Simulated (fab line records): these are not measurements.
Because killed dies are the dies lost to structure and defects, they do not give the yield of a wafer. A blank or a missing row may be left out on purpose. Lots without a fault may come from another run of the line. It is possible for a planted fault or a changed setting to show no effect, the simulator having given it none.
fab line records / flow ritCmos
record: lots: 14 wafers: 42 lastDay: 8
route steps=202 shown SDANNEAL@153 M1@202
lots with no fault: from the same line, run without faults
startH: start of the lot's first displayed wafer, in hours after the record's first day / waitH: how many hours have passed since the lot's step before this one / " identical to the entry in the row above / L1.1+2: one row covering several wafers at once / - no value present, or no start provided / * or withheld: withheld / < > ~ a bound
route shown NAME@n: names a module that has steps shown in the file, with the first one's number in the route / usual: mean/standard deviation taken from wafers without a fault / same: alike in all rows / chamber/n: place in a boat / sites: readings site by site / _std_site: the values' standard deviation / _edge_site: inner sites' mean taken away from outer sites' mean / radiusMm: how far each site lies from the wafer's centre / mask NAME#n: copy n / behind: the tool/chamber that last shaped the wafer / hold: the reason the lot was held/the length of the hold in hours/how it ended / device: whichever transistor did not switch (one of n, p or np) / end of line: tests run on the same wafers once the route is complete / for a step that has no rows: nothing shown but its recipe / killed: the dies lost at the first sort to structure and to defects; this is not the yield of the wafer / map: a wafer's dies, marking killed ones x, the rest . and places with no die _
set.NAME: the setting that was run; set.NAME@STEP: the one run at that earlier step / model.NAME: the simulator's own value behind a step, which no gauge read
route steps across a sampled set of lots; one table per step, one row per wafer
services: when a tool's chamber went out of use (startH, in hours from the record's first day, below 0 if earlier), for how many hours, and the reason
== steps ==
step: RIT_SDANNEAL_CLEAN_00
recipe: chemistry: SC1 mix: 3:3:50 timeS: 600 tempC: 75
usual: bathGuardTempC: 75.0/0.58 bathHeatDutyPct: 14.9/2
lot.wafer=L958.3 tool=wetBench-01 chamber=2 startH=51.69 waitH=0.0 bathGuardTempC=74.8 bathHeatDutyPct=13.3
lot.wafer=L958.4 tool=wetBench-01 chamber=2 startH=51.69 waitH=0.0 bathGuardTempC=75.2 bathHeatDutyPct=14.9
lot.wafer=L958.5 tool=wetBench-01 chamber=2 startH=51.69 waitH=0.0 bathGuardTempC=74.6 bathHeatDutyPct=12.9
lot.wafer=L960.1 tool=wetBench-04 chamber=2 startH=63.24 waitH=0.1 bathGuardTempC=74.5 bathHeatDutyPct=18.3
lot.wafer=L960.5 tool=wetBench-04 chamber=2 startH=63.24 waitH=0.1 bathGuardTempC=74.8 bathHeatDutyPct=17.9
lot.wafer=L960.6 tool=wetBench-04 chamber=2 startH=63.24 waitH=0.1 bathGuardTempC=74.6 bathHeatDutyPct=17.5
lot.wafer=L961.2 tool=wetBench-03 chamber=2 startH=69.35 waitH=0.0 bathGuardTempC=75.5 bathHeatDutyPct=17.2
lot.wafer=L961.4 tool=wetBench-03 chamber=2 startH=69.35 waitH=0.0 bathGuardTempC=75.7 bathHeatDutyPct=17.2
lot.wafer=L961.6 tool=wetBench-03 chamber=2 startH=69.35 waitH=0.0 bathGuardTempC=75.6 bathHeatDutyPct=17.6
lot.wafer=L962.2 tool=wetBench-03 chamber=0 startH=74.96 waitH=0.0 bathGuardTempC=75.0 bathHeatDutyPct=15.6
lot.wafer=L962.3 tool=wetBench-03 chamber=0 startH=74.96 waitH=0.0 bathGuardTempC=74.7 bathHeatDutyPct=16.3
lot.wafer=L962.4 tool=wetBench-03 chamber=0 startH=74.96 waitH=0.0 bathGuardTempC=74.5 bathHeatDutyPct=17.2
lot.wafer=L964.1 tool=wetBench-04 chamber=1 startH=84.33 waitH=0.1 bathGuardTempC=76.1 bathHeatDutyPct=13.4
lot.wafer=L964.2 tool=wetBench-04 chamber=1 startH=84.33 waitH=0.1 bathGuardTempC=75.9 bathHeatDutyPct=14.5
lot.wafer=L964.4 tool=wetBench-04 chamber=1 startH=84.33 waitH=0.1 bathGuardTempC=75.9 bathHeatDutyPct=14.2
lot.wafer=L965.1 tool=wetBench-04 chamber=2 startH=89.36 waitH=0.1 bathGuardTempC=74.9 bathHeatDutyPct=17.7
lot.wafer=L965.2 tool=wetBench-04 chamber=2 startH=89.36 waitH=0.1 bathGuardTempC=74.1 bathHeatDutyPct=19.1
lot.wafer=L965.6 tool=wetBench-04 chamber=2 startH=89.36 waitH=0.1 bathGuardTempC=74.7 bathHeatDutyPct=17.9
lot.wafer=L966.2 tool=wetBench-04 chamber=2 startH=91.75 waitH=0.0 bathGuardTempC=- bathHeatDutyPct=-
lot.wafer=L966.5 tool=wetBench-04 chamber=2 startH=91.75 waitH=0.0 bathGuardTempC=- bathHeatDutyPct=-
lot.wafer=L966.6 tool=wetBench-04 chamber=2 startH=91.75 waitH=0.0 bathGuardTempC=- bathHeatDutyPct=-
lot.wafer=L967.2 tool=wetBench-03 chamber=1 startH=96.01 waitH=0.0 bathGuardTempC=- bathHeatDutyPct=-
lot.wafer=L967.3 tool=wetBench-03 chamber=1 startH=96.01 waitH=0.0 bathGuardTempC=- bathHeatDutyPct=-
lot.wafer=L967.4 tool=wetBench-03 chamber=1 startH=96.01 waitH=0.0 bathGuardTempC=- bathHeatDutyPct=-
lot.wafer=L968.2 tool=wetBench-03 chamber=1 startH=104.42 waitH=0.0 bathGuardTempC=74.9 bathHeatDutyPct=12.3
lot.wafer=L968.5 tool=wetBench-03 chamber=1 startH=104.42 waitH=0.0 bathGuardTempC=75.4 bathHeatDutyPct=12.8
lot.wafer=L968.6 tool=wetBench-03 chamber=1 startH=104.42 waitH=0.0 bathGuardTempC=75.1 bathHeatDutyPct=12.7
lot.wafer=L976.1 tool=wetBench-04 chamber=2 startH=147.47 waitH=0.1 bathGuardTempC=74.1 bathHeatDutyPct=17.3
lot.wafer=L976.2 tool=wetBench-04 chamber=2 startH=147.47 waitH=0.1 bathGuardTempC=74.5 bathHeatDutyPct=16.6
lot.wafer=L976.4 tool=wetBench-04 chamber=2 startH=147.47 waitH=0.1 bathGuardTempC=74.5 bathHeatDutyPct=17.6
lot.wafer=L977.1 tool=wetBench-01 chamber=1 startH=152.09 waitH=0.1 bathGuardTempC=76.1 bathHeatDutyPct=15.4
lot.wafer=L977.5 tool=wetBench-01 chamber=1 startH=152.09 waitH=0.1 bathGuardTempC=76.2 bathHeatDutyPct=14.8
lot.wafer=L977.6 tool=wetBench-01 chamber=1 startH=152.09 waitH=0.1 bathGuardTempC=76.1 bathHeatDutyPct=14.6
lot.wafer=L979.1 tool=wetBench-03 chamber=0 startH=160.05 waitH=0.1 bathGuardTempC=74.5 bathHeatDutyPct=17.4
lot.wafer=L979.3 tool=wetBench-03 chamber=0 startH=160.05 waitH=0.1 bathGuardTempC=74.6 bathHeatDutyPct=15.0
lot.wafer=L979.4 tool=wetBench-03 chamber=0 startH=160.05 waitH=0.1 bathGuardTempC=74.5 bathHeatDutyPct=16.6
lot.wafer=L980.1 tool=wetBench-03 chamber=3 startH=165.61 waitH=0.1 bathGuardTempC=74.7 bathHeatDutyPct=18.0
lot.wafer=L980.3 tool=wetBench-03 chamber=3 startH=165.61 waitH=0.1 bathGuardTempC=74.6 bathHeatDutyPct=17.3
lot.wafer=L980.5 tool=wetBench-03 chamber=3 startH=165.61 waitH=0.1 bathGuardTempC=74.5 bathHeatDutyPct=17.4
lot.wafer=L981.1 tool=wetBench-03 chamber=1 startH=174.02 waitH=0.1 bathGuardTempC=75.1 bathHeatDutyPct=13.1
lot.wafer=L981.3 tool=wetBench-03 chamber=1 startH=174.02 waitH=0.1 bathGuardTempC=74.8 bathHeatDutyPct=12.7
lot.wafer=L981.4 tool=wetBench-03 chamber=1 startH=174.02 waitH=0.1 bathGuardTempC=75.2 bathHeatDutyPct=13.6
step: RIT_M1_PROBE_99
usual: killedAtContacts: 0.1/0.3 killedAtFrontEnd: 7/3.4 killedDies: 7/3.4 killedOpen: 3.6/2.1 killedShort: 3.5/2.1
same: grossDies: 264 killed_at_M0_to_M3: 0 killed_at_M4_up: 0 killedAtBackSide: 0 killedAtOther: 0
lot.wafer=L967.3 tool=prober-02 chamber=- startH=104.02 waitH=0.2 killedAtContacts=0 killedAtFrontEnd=5 killedDies=5 killedOpen=1 killedShort=4
lot.wafer=L980.1 tool=prober-02 chamber=- startH=173.28 waitH=0.1 killedAtContacts=1 killedAtFrontEnd=5 killedDies=6 killedOpen=1 killedShort=5
lot.wafer=L980.3 tool=prober-02 chamber=- startH=173.38 waitH=0.2 killedAtContacts=0 killedAtFrontEnd=7 killedDies=7 killedOpen=6 killedShort=1
lot.wafer=L980.5 tool=prober-02 chamber=- startH=173.48 waitH=0.2 killedAtContacts=0 killedAtFrontEnd=10 killedDies=10 killedOpen=6 killedShort=4
killed by level:class
L967.3 REOX:geometricParticle:short=2 SILICIDE:geometricParticle:short=2 SILICIDE:geometricParticle:open=1
L980.1 GATE:geometricParticle:short=3 GATE:geometricParticle:open=1 SPACER:geometricParticle:short=1 CONTACT:geometricParticle:short=1
L980.3 GATE:geometricParticle:open=3 SPACER:geometricParticle:open=2 FOX1:geometricParticle:open=1 GATE:geometricParticle:short=1
L980.5 GATE:geometricParticle:open=3 GATE:geometricParticle:short=3 REOX:geometricParticle:open=2 SILICIDE:geometricParticle:open=1 SILICIDE:geometricParticle:short=1
== services ==
tool=wetBench-04 chamber=- startH=30.24 hours=5.9 kind=repair
tool=wetBench-04 chamber=- startH=49.05 hours=1.7 kind=repair
tool=wetBench-01 chamber=- startH=73.99 hours=18.8 kind=repair
== key ==
firstSign: step: RIT_SDANNEAL_CLEAN_00 reading: toolRecord direction: missing
effect none on later readings
metAt RIT_SDANNEAL_CLEAN_00
struckLots L966,L967
testerLeftOut L966,L967
onsetBetween 89.36 91.75
fault: kind: skippedStepWhole tool: wetBench-03,wetBench-04 chamber: - onsetH: 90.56 steps: RIT_SDANNEAL_CLEAN_00 scope: struckLotsOnly
testerLeftOut: of these lots the tester's yield and bins aren't shown, on N5 and GAA mostly nor the transistor test; their killed dies are dies lost to structure and defects alone, not to doping, threshold or leakage, so they don't give the yield
